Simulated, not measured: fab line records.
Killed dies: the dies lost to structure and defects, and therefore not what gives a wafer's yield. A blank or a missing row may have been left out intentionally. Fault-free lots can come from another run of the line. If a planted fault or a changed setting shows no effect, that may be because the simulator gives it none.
Problem report, 8D (eight disciplines) form, completed by code    flow rit-cmos    the parts of the form that need people (team, actions taken, sign-off) are left out

== 1. THE ISSUE ==
FIELD_OXIDE_LEFT_1_THK at RIT_FOX2_THK_MEAS_90 reads a mean of 291 nm on 3 wafers of 1 lot; wafers without a fault read 322 nm with a standard deviation of 5.9. That puts it -5.3 standard deviations away from the usual mean.
Earliest sighting: wafer L884.1 on film-metro-04 at day 5 04:28. The record holds 39 wafers of 13 lots with a number at this step. By rule, "out" or "out of limits" means more than 4 standard deviations away from the usual mean. All remaining wafers that have a number are taken as sound.

== 2. WHAT IT IS AND WHAT IT IS NOT ==
question                     is                      is not
which readings at this step  FIELD_OXIDE_LEFT_1_THK  -
which lots                   L884                    L868, L869, L870, L871, L873, L874, L878, L885, L886, L888, L890, L891
which wafers of those lots   all that have a number  -
read on which gauges         film-metro-04           film-metro-01, film-metro-02
when                         from day 5 04:28        up to then (21 sound wafers); but 15 sound wafers of L885, L886, L888, L890, L891 came after

== 3. SUSPECTS, AND WHAT RULES EACH OUT ==
Counting: a tool at any process step up to the reading remains a suspect when it ran all the lots that are out and ran no sound lot after the first of those.
- the gauge at RIT_FOX2_THK_MEAS_90 is ruled out. All the wafers that are out were read on film-metro-04, but those of them that RIT_FOX2_CLEAN_02 has rows for are out there too, on other tools.
- wet-bench-02 at RIT_FOX2_CLEAN_02 (cleans in dHF, time 180 s): kept. It ran the lot that is out, L884 (day 5 03:35), and no sound lot after that; its last sound lot up to then is L878 (day 3 20:40). On those wafers its own readings are out: run-length-s.
Left after counting: wet-bench-02 at RIT_FOX2_CLEAN_02.

== 4. THE CAUSE (what the simulator had put in) ==
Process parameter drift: wet-bench-02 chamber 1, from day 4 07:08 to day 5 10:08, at RIT_FOX2_CLEAN_02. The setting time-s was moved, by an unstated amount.
This tool alone remained once counting was done.

== 5. SEQUENCE OF EFFECTS, ordered by route ==
One row per reading whose mean, taken over the struck wafers that have a number, lies over 3 standard deviations from the usual. Scope: only readings with a usual standard deviation given in the record; hours: median across lots of the time from each lot's start at the first step in this table that gives one to its start at this step; sigmas: change in usual standard deviations.
hours  step                  reading                 usual   on struck wafers  change  sigmas
0      RIT_FOX2_CLEAN_02     run-length-s            208 s   571               +363    +99 or more
1      RIT_FOX2_THK_MEAS_90  FIELD_OXIDE_LEFT_1_THK  322 nm  291               -31     -5.3
13     RIT_FOX2_THK_MEAS_91  FIELD_OXIDE_LEFT_2_THK  253 nm  222               -31     -5.2
Here are the process steps it includes:
- RIT_FOX2_CLEAN_02: cleans in dHF, time 180 s.

== 6. WHAT WOULD HAVE CAUGHT IT SOONER ==
21 hours passed between the start of the fault at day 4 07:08 and the first reading out of limits at a measuring or inspecting step in this record, taken at day 5 04:28.
The tool's own readings at RIT_FOX2_CLEAN_02 were out on every struck wafer that the step has a row for (run-length-s): an alarm limit on them would have fired on the first of those.
By day 5 04:28 the whole set of lots that are out, 1 in number, had already begun RIT_FOX2_CLEAN_02 on wet-bench-02. Holding the tool at that point would not have protected any of them.
